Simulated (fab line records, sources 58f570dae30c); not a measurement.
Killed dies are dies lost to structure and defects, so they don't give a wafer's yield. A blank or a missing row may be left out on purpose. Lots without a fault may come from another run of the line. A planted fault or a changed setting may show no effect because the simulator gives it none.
Which tool did it? | flow berkeley_cmos170 | 15 lots, 45 wafers sampled, at 4 steps of a route of 331

WHAT THE GAUGES READ, wafer by wafer
UCB170_M2_THK_MEAS_03: measures by xrf. Usual: M2_AL_THK 898 nm, standard deviation 8.1.
lot  | measured     | on            | M2_AL_THK (nm) | flag
L776 | day 8 15:07  | film_metro-01 | 887 895 887    |
L777 | day 9 10:11  | film_metro-04 | 899 896 895    |
L778 | day 9 09:55  | film_metro-03 | 917 896 906    |
L779 | day 9 10:23  | film_metro-03 | 897 896 892    |
L780 | day 9 18:46  | film_metro-04 | 887 900 892    |
L781 | day 9 20:39  | film_metro-03 | 895 896 903    |
L785 | day 10 11:25 | film_metro-04 | 909 899 913    |
L786 | day 11 00:28 | film_metro-01 | 910 896 905    |
L788 | day 10 23:08 | film_metro-01 | 894 894 904    |
L790 | day 11 09:28 | film_metro-04 | 887 892 887    |
L789 | day 11 11:15 | film_metro-01 | 888 889 892    |
L793 | day 16 06:37 | film_metro-03 | 897 888 896    |
L795 | day 16 08:10 | film_metro-03 | 902 903 900    |
L794 | day 16 06:03 | film_metro-04 | 912 914 910    |
L797 | day 16 07:49 | film_metro-04 | 903 893 907    |

UCB170_M3_OVL_MEAS_16. Usual: M3_OVL -2 nm, standard deviation 5.6.
lot  | measured     | on         | M3_OVL (nm) | flag
L776 | day 9 00:03  | overlay-01 | -4 3 8      |
L777 | day 9 19:05  | overlay-01 | 2 -2 8      |
L778 | day 9 18:12  | overlay-01 | 2 -7 -5     |
L779 | day 9 18:53  | overlay-01 | -8 -14 -6   |
L780 | day 10 01:59 | overlay-02 | -7 -4 -7    |
L781 | day 10 04:45 | overlay-02 | 7 4 8       |
L785 | day 10 20:23 | overlay-02 | 2 4 1       |
L786 | day 11 07:46 | overlay-02 | -9 -2 4     |
L788 | day 11 07:09 | overlay-02 | 4 2 4       |
L790 | day 11 18:29 | overlay-01 | -9 -11 -10  |
L789 | day 11 21:32 | overlay-01 | -6 -9 -4    |
L793 | day 17 02:54 | overlay-01 | -1 -4 3     |
L795 | day 17 09:55 | overlay-01 | -3 -7 -3    |
L794 | day 16 23:14 | overlay-01 | -12 -4 -7   |
L797 | day 17 09:44 | overlay-01 | 1 4 2       |

WHICH TOOL RAN EACH LOT (tool, then ch and the chambers of the sampled wafers, then the start)
lot  | UCB170_SPACER_CVD_00            | UCB170_M1_ETCH_11
L776 | pecvd-04 ch 0,1,2, day 7 14:25  | rie_diel-04 ch 0,1, day 8 09:05
L777 | pecvd-01 ch 0,1, day 8 00:53    | rie_diel-04 ch 0,1, day 9 03:43
L778 | pecvd-04 ch 0,1, day 8 00:53    | rie_diel-03 ch 1,2,3, day 9 03:55
L779 | pecvd-03 ch 0,2, day 8 04:37    | rie_diel-02 ch 2,3, day 9 04:38
L780 | pecvd-03 ch 1, day 8 18:33      | rie_diel-02 ch 0,2,3, day 9 13:52
L781 | pecvd-04 ch 1,2, day 8 18:33    | rie_diel-04 ch 2,3, day 9 14:28
L785 | pecvd-03 ch 1,2, day 9 10:44    | rie_diel-03 ch 0,1,2, day 10 03:44
L786 | pecvd-03 ch 0,1,2, day 9 19:27  | rie_diel-02 ch 2,3, day 10 19:23
L788 | pecvd-03 ch 0,2, day 9 20:00    | rie_diel-04 ch 0,2,3, day 10 18:46
L790 | pecvd-01 ch 0,1,2, day 10 10:06 | rie_diel-03 ch 2,3, day 11 04:01
L789 | pecvd-04 ch 0,1, day 10 11:08   | rie_diel-02 ch 0,1,2, day 11 04:55
L793 | pecvd-01 ch 0,1,2, day 11 09:01 | rie_diel-02 ch 0,1,2, day 12 09:31
L795 | pecvd-04 ch 0,2, day 11 09:01   | rie_diel-03 ch 2,3, day 12 09:49
L794 | pecvd-04 ch 0,2, day 11 09:03   | rie_diel-03 ch 0,2,3, day 12 09:15
L797 | pecvd-01 ch 0,2, day 11 20:25   | rie_diel-02 ch 0,2,3, day 12 14:22
- UCB170_SPACER_CVD_00: deposits SiO2 from TEOS/O2, target thk 376 nm, time 47 s.
- UCB170_M1_ETCH_11: etches BARC in N2/H2.

WHAT THE TOOLS THEMSELVES READ (means of the sampled wafers that have a number; where no wafer has one, the mark that the record gives instead)
UCB170_SPACER_CVD_00. Usual: heater_power_w 269 W, standard deviation 63.
lot  | tool     | heater_power_w (W) | flag
L776 | pecvd-04 | 288                |
L777 | pecvd-01 | 302                |
L778 | pecvd-04 | 291                |
L779 | pecvd-03 | 193                |
L780 | pecvd-03 | 257                |
L781 | pecvd-04 | 371                |
L785 | pecvd-03 | 221                |
L786 | pecvd-03 | 196                |
L788 | pecvd-03 | 198                |
L790 | pecvd-01 | 301                |
L789 | pecvd-04 | 285                |
L793 | pecvd-01 | 290                |
L795 | pecvd-04 | 307                |
L794 | pecvd-04 | 341                |
L797 | pecvd-01 | 288                |

UCB170_M1_ETCH_11. Usual: drypump_motor_current_A 5.9 A, standard deviation 0.49; oes_product_au 0.995 a.u., standard deviation 0.014; throttle_valve_pct 13.24 %, standard deviation 0.15.
lot  | tool        | drypump_motor_current_A (A) | oes_product_au (a.u.) | throttle_valve_pct (%) | flag
L776 | rie_diel-04 | 5.7                         | 0.991                 | 13.35                  |
L777 | rie_diel-04 | 5.7                         | 0.986                 | 13.34                  |
L778 | rie_diel-03 | 5.5                         | 0.999                 | 13.40                  |
L779 | rie_diel-02 | 5.5                         | 1.008                 | 13.06                  |
L780 | rie_diel-02 | 5.9                         | 1.009                 | 13.16                  |
L781 | rie_diel-04 | 6.3                         | 0.982                 | 13.11                  |
L785 | rie_diel-03 | 5.7                         | 0.999                 | 13.32                  |
L786 | rie_diel-02 | 5.7                         | 1.018                 | 13.06                  |
L788 | rie_diel-04 | 6.4                         | 0.978                 | 13.23                  |
L790 | rie_diel-03 | 5.4                         | 0.988                 | 13.36                  |
L789 | rie_diel-02 | 5.9                         | 0.993                 | 13.21                  |
L793 | rie_diel-02 | 5.9                         | 0.986                 | 13.21                  |
L795 | rie_diel-03 | 5.4                         | 0.997                 | 13.36                  |
L794 | rie_diel-03 | 5.6                         | 0.998                 | 13.27                  |
L797 | rie_diel-02 | 5.9                         | 1.006                 | 13.14                  |

THE ANSWER, worked out from the rows above alone
Rule: a lot is off if the mean of its wafers that have a number lies more than 3 standard deviations from the usual mean. A lot without any number at a reading at which 4 lots or more have one is off too. The other lots that the step has rows for count as sound. The gauges are gone through in route order, then the tools' own readings, and for those a lot's mean is taken as printed above. The first step at which some lot is off is used, and at that step the reading that is off furthest; a lot without a number counts as furthest.
No lot is off at any reading shown: from this, nothing can be told.

WHAT THE SIMULATOR HAD PUT IN
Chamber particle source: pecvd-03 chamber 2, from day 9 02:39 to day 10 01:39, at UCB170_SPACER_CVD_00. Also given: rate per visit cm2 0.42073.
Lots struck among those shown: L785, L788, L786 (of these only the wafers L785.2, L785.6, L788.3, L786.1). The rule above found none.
